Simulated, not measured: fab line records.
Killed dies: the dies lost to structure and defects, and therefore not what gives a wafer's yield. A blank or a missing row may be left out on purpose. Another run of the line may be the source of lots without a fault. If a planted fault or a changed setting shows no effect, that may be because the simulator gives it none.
Which of the tools did it?	flow rit_cmos	14 lots with 42 wafers sampled at 5 steps, on a route of 202 steps

== WHAT EACH GAUGE READ, for each wafer ==
RIT_ACTIVE_CD_MEAS_90: target cd 1400 nm.
lot	measured	on	cd_nm (nm)
L742	day 1 15:44	cd_sem-02	1400.3 1402.9 1403.1
L743	day 1 20:08	cd_sem-02	1401.4 1399.3 1400.4
L745	day 2 06:08	cd_sem-02	1400.2 1397.7 1397.3
L748	day 2 21:05	cd_sem-01	- - -
L749	day 3 02:51	cd_sem-01	- - -
L755	day 4 08:44	cd_sem-02	1397.2 1399.7 1399.7
L756	day 4 13:10	cd_sem-02	1398.9 1397.0 1395.9
L758	day 5 00:02	cd_sem-02	1402.9 1402.2 1402.4
L759	day 5 04:52	cd_sem-01	1400.2 1400.8 1402.1
L760	day 5 12:41	cd_sem-02	1402.8 1402.3 1403.9
L761	day 5 15:40	cd_sem-02	1400.5 1400.0 1401.6
L762	day 5 19:02	cd_sem-02	1397.4 1397.7 1396.1
L763	day 6 02:20	cd_sem-02	1402.3 1400.9 1400.8
L764	day 6 06:55	cd_sem-02	1399.5 1400.2 1401.7

RIT_GATE_THK_MEAS_09.
lot	measured	on	GATE_POLY_THK (nm)
L742	day 2 12:26	film_metro-02	247.1 244.2 244.9
L743	day 2 16:03	film_metro-02	254.8 252.5 254.6
L745	day 3 04:11	film_metro-03	252.0 251.0 251.6
L755	day 5 16:25	film_metro-02	249.5 250.4 252.0
L756	day 5 18:51	film_metro-04	246.4 247.6 246.6
L758	day 6 00:32	film_metro-04	248.5 250.5 249.9
L759	day 6 07:48	film_metro-04	251.0 249.9 249.4
L760	day 6 10:14	film_metro-04	245.6 245.7 245.6
L761	day 6 13:18	film_metro-03	247.7 251.0 248.2
L762	day 6 17:59	film_metro-03	249.6 248.8 250.3
L763	day 6 22:21	film_metro-03	250.6 250.7 250.4
L764	day 7 02:30	film_metro-04	249.8 250.4 248.3

RIT_NLDD_OVL_MEAS_06.
lot	measured	on	NLDD_OVL (nm)
L742	day 2 18:01	overlay-02	0.3 1.6 0.3
L743	day 2 22:08	overlay-01	-2.0 -0.2 -0.1
L745	day 3 10:46	overlay-02	-1.9 -1.6 0.2
L755	day 5 22:10	overlay-02	-0.3 -0.6 -1.7
L756	day 6 01:55	overlay-02	0.1 0.5 2.6
L758	day 6 06:15	overlay-01	1.5 2.0 0.0
L759	day 6 13:22	overlay-02	-0.6 0.0 0.7
L760	day 6 15:47	overlay-02	-4.2 -3.3 -2.6
L761	day 6 18:58	overlay-02	1.3 -0.9 -0.2
L762	day 6 23:47	overlay-02	1.6 1.2 1.4
L763	day 7 04:12	overlay-02	-3.4 -1.4 -1.1
L764	day 7 08:06	overlay-02	-3.3 -0.5 -1.6

RIT_NSD_OVL_MEAS_06.
lot	measured	on	NSD_OVL (nm)
L742	day 2 23:38	overlay-01	-2.2 -2.0 -3.2
L743	day 3 03:50	overlay-01	-0.3 -1.5 -0.9
L745	day 3 16:20	overlay-02	-1.7 -1.2 -0.1
L755	day 6 03:46	overlay-01	0.2 -0.3 -1.3
L756	day 6 07:24	overlay-01	0.7 0.7 -0.2
L758	day 6 12:05	overlay-01	-1.9 -1.1 -0.9
L759	day 6 18:43	overlay-01	-0.5 -1.6 -1.0
L760	day 6 22:14	overlay-02	-0.1 1.8 -1.2
L761	day 7 02:58	overlay-02	0.2 0.0 0.0
L762	day 7 06:18	overlay-01	-0.1 0.0 0.9
L763	day 7 10:42	overlay-01	-0.4 -1.3 -0.1
L764	day 7 14:31	overlay-02	0.1 1.4 0.8

== TOOL THAT RAN EACH LOT (tool first, then ch and the chambers of the sampled wafers, then the start) ==
lot	RIT_ACTIVE_CVD_03
L742	lpcvd-02 ch 0, day 1 12:07
L743	lpcvd-01 ch 1, day 1 17:07
L745	lpcvd-01 ch 0, day 2 03:07
L748	lpcvd-01 ch 0, day 2 18:07
L749	lpcvd-02 ch 0, day 2 23:07
L755	lpcvd-02 ch 1, day 4 05:07
L756	lpcvd-01 ch 0, day 4 10:14
L758	lpcvd-01 ch 0, day 4 21:00
L759	lpcvd-02 ch 0, day 5 01:07
L760	lpcvd-02 ch 0, day 5 08:56
L761	lpcvd-01 ch 1, day 5 12:35
L762	lpcvd-01 ch 0, day 5 16:07
L763	lpcvd-02 ch 1, day 5 22:40
L764	lpcvd-02 ch 1, day 6 03:14
- RIT_ACTIVE_CVD_03: deposits Si3N4 from SiH2Cl2/NH3, target thk 150 nm, time 1500 s.

== AS READ BY THE TOOLS THEMSELVES (means over the sampled wafers that have a number; for cases with no such wafer, the mark the record gives instead) ==
RIT_ACTIVE_CVD_03.
lot	tool	nh3_flow_sccm (sccm)	pressure_mtorr (mTorr)	susceptor_temp_C (C)
L742	lpcvd-02	149.6	299.9	810.4
L743	lpcvd-01	149.9	300.1	809.9
L745	lpcvd-01	150.0	300.4	810.2
L748	lpcvd-01	-	-	-
L749	lpcvd-02	-	-	-
L755	lpcvd-02	150.4	299.8	810.2
L756	lpcvd-01	150.3	300.8	810.3
L758	lpcvd-01	150.3	299.8	810.3
L759	lpcvd-02	150.0	299.4	810.0
L760	lpcvd-02	149.5	299.8	809.7
L761	lpcvd-01	149.6	299.9	809.8
L762	lpcvd-01	150.5	300.1	810.1
L763	lpcvd-02	149.5	299.4	810.2
L764	lpcvd-02	150.2	299.4	810.3

== THE ANSWER, worked out from the rows above alone ==
Rule: usual is defined by the lots themselves. Put in order of their means at a reading, lots are off if they are a third of the lots or fewer, leave a main group of 4 or more, and stand apart from it by a gap of 3 or more times the standard deviation of the main group's means; of several such gaps the widest counts. A main group is skipped when, at the precision printed for the reading in the tables above, its means are all equal. A lot without any number at a reading at which 4 lots or more have one is off too. Where the step has rows for the other lots, those lots are counted as sound. Order of review: gauges by route order, followed by the tools' own readings, for which a lot's mean as printed above is used. At the first step where some lot is off, the reading lying furthest off is the one used; lots without a number count as furthest.
Off: L748, L749, at RIT_ACTIVE_CD_MEAS_90 (cd_nm). Without a number there: L748, L749. For the main group the mean is 1400.3 nm and the standard deviation 1.9.
If a tool, at a process step before that reading, ran all the lots that are off and no sound lot after the first of them, it fits. Not tried: the gauges at RIT_ACTIVE_CD_MEAS_90; whatever is off there is also off at RIT_ACTIVE_CVD_03, on other tools, and gauge error can't account for it. Not one of the candidates tried fits.

== WHAT WAS PUT IN BY THE SIMULATOR ==
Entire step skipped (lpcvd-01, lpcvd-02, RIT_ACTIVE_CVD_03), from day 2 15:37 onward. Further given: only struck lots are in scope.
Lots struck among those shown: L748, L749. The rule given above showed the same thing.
